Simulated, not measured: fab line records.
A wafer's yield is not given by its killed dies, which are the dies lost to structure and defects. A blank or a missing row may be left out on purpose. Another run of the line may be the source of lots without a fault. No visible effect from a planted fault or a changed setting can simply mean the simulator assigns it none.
Split-lot study + flow berkeley_cmos170 + route with 331 steps; 5 lots, 23 wafers read

## THE SPLIT
At UCB170_CONTACT_ETCH_18 (etches PSG in CHF3/CF4/Ar, stops on TiSi2, target depth 840 nm, time 195 s), the setting time_s was moved away from the recipe's 195 s on 8 of the 23 wafers read, by +4.5% to +9.0%. The other wafers ran this setting at the recipe's value.

The split's own step is where the reading is taken.

## THE READING
KrF_of_CONTACT_COAT_10.thk_nm (the simulator's own value, which no gauge read), in nm, at UCB170_CONTACT_ETCH_18 (etches PSG in CHF3/CF4/Ar, stops on TiSi2, target depth 840 nm, time 195 s). The file gives no usual value for it. Here, 15 wafers ran the recipe; their average is 695.3 nm with a standard deviation of 3 nm.

| wafer  | tool, chamber at the split | time_s as run, s | against the recipe | KrF_of_CONTACT_COAT_10.thk_nm, nm | against lot-mates on the recipe |
|--------|----------------------------|------------------|--------------------|-----------------------------------|---------------------------------|
| L074.1 | rie_diel-02, 0             | 210.8            | +8.1%              | 678.1                             | -15.8                           |
| L074.2 | rie_diel-02, 2             | 195              | recipe             | 694.3                             | -                               |
| L074.3 | rie_diel-02, 1             | 195              | recipe             | 694.5                             | -                               |
| L074.4 | rie_diel-02, 3             | 195              | recipe             | 693                               | -                               |
| L074.6 | rie_diel-02, 3             | 210.8            | +8.1%              | 676.9                             | -17.0                           |
| L078.1 | rie_diel-01, 0             | 195              | recipe             | 691.5                             | -                               |
| L078.2 | rie_diel-01, 1             | 195              | recipe             | 697.1                             | -                               |
| L078.3 | rie_diel-01, 2             | 195              | recipe             | 696                               | -                               |
| L078.4 | rie_diel-01, 3             | 195              | recipe             | 697.5                             | -                               |
| L078.5 | rie_diel-01, 1             | 195              | recipe             | 695.4                             | -                               |
| L081.3 | rie_diel-04, 1             | 195              | recipe             | 691.9                             | -                               |
| L081.5 | rie_diel-04, 2             | 195              | recipe             | 697.6                             | -                               |
| L081.6 | rie_diel-04, 3             | 195              | recipe             | 692.4                             | -                               |
| L084.2 | rie_diel-02, 2             | 195              | recipe             | 692.7                             | -                               |
| L084.3 | rie_diel-02, 1             | 195              | recipe             | 693                               | -                               |
| L084.4 | rie_diel-02, 0             | 203.8            | +4.5%              | 690.6                             | -2.2                            |
| L084.5 | rie_diel-02, 0             | 203.8            | +4.5%              | 690.3                             | -2.6                            |
| L084.6 | rie_diel-02, 3             | 203.8            | +4.5%              | 685.8                             | -7.1                            |
| L083.1 | rie_diel-01, 3             | 195              | recipe             | 700.8                             | -                               |
| L083.3 | rie_diel-01, 0             | 212.5            | +9.0%              | 674.8                             | -26.4                           |
| L083.4 | rie_diel-01, 1             | 212.5            | +9.0%              | 678.7                             | -22.5                           |
| L083.5 | rie_diel-01, 3             | 212.5            | +9.0%              | 686.8                             | -14.4                           |
| L083.6 | rie_diel-01, 2             | 195              | recipe             | 701.6                             | -                               |

FIT RESULTS
A straight line over all 23 wafers: KrF_of_CONTACT_COAT_10.thk_nm changes by -1.82 nm for each +1% of time_s; r = -0.89; the points scatter about the line by 3.5 nm.
The same after taking each lot's own level away (the mean of its wafers on the recipe; 23 wafers): -2.11 nm for each +1%; r = -0.92; scatter 3.4 nm.
The reading moves by 19 nm for the largest change in time_s, on that fit.
The lots' own levels span 692.85 to 701.20 nm, that is 2.8 times the standard deviation above.
In other words, the slope is changed by the lot-to-lot level; the two fits disagree.
Check: with one of the wafers moved furthest among these (+9.0%) left out of the fit, the line predicts -16.6 nm for it against its lot-mates. Against them it came out at -26.4 nm.

## FURTHER SPLITS ON THESE WAFERS
These wafers also went through other splits before the reading. Each is held against what the fit with the lots' levels taken away leaves over:
| other split on the same wafers        | wafers away from the commonest value | r with KrF_of_CONTACT_COAT_10.thk_nm (lot level and that fit taken away) |
|---------------------------------------|--------------------------------------|--------------------------------------------------------------------------|
| UCB170_GATE_DEVELOP_11 develop_time_s | 10                                   | +0.28                                                                    |
| UCB170_NLDD_IMPLANT_08 dose_cm2       | 6                                    | +0.61                                                                    |
| UCB170_PSD_IMPLANT_08 energy_kev      | 9                                    | -0.06                                                                    |
| UCB170_BACKSIDE_HMDS_00 prime_time_s  | 9                                    | -0.08                                                                    |
| UCB170_SILICIDE_SPUTTER_01 power_w    | 7                                    | +0.21                                                                    |
| UCB170_CONTACT_CVD_01 pressure_mtorr  | 15                                   | +0.47                                                                    |

## FILE'S OWN FIT
KrF_of_CONTACT_COAT_10.thk_nm changes by -2.04 nm for each +1% of time_s, r = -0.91.
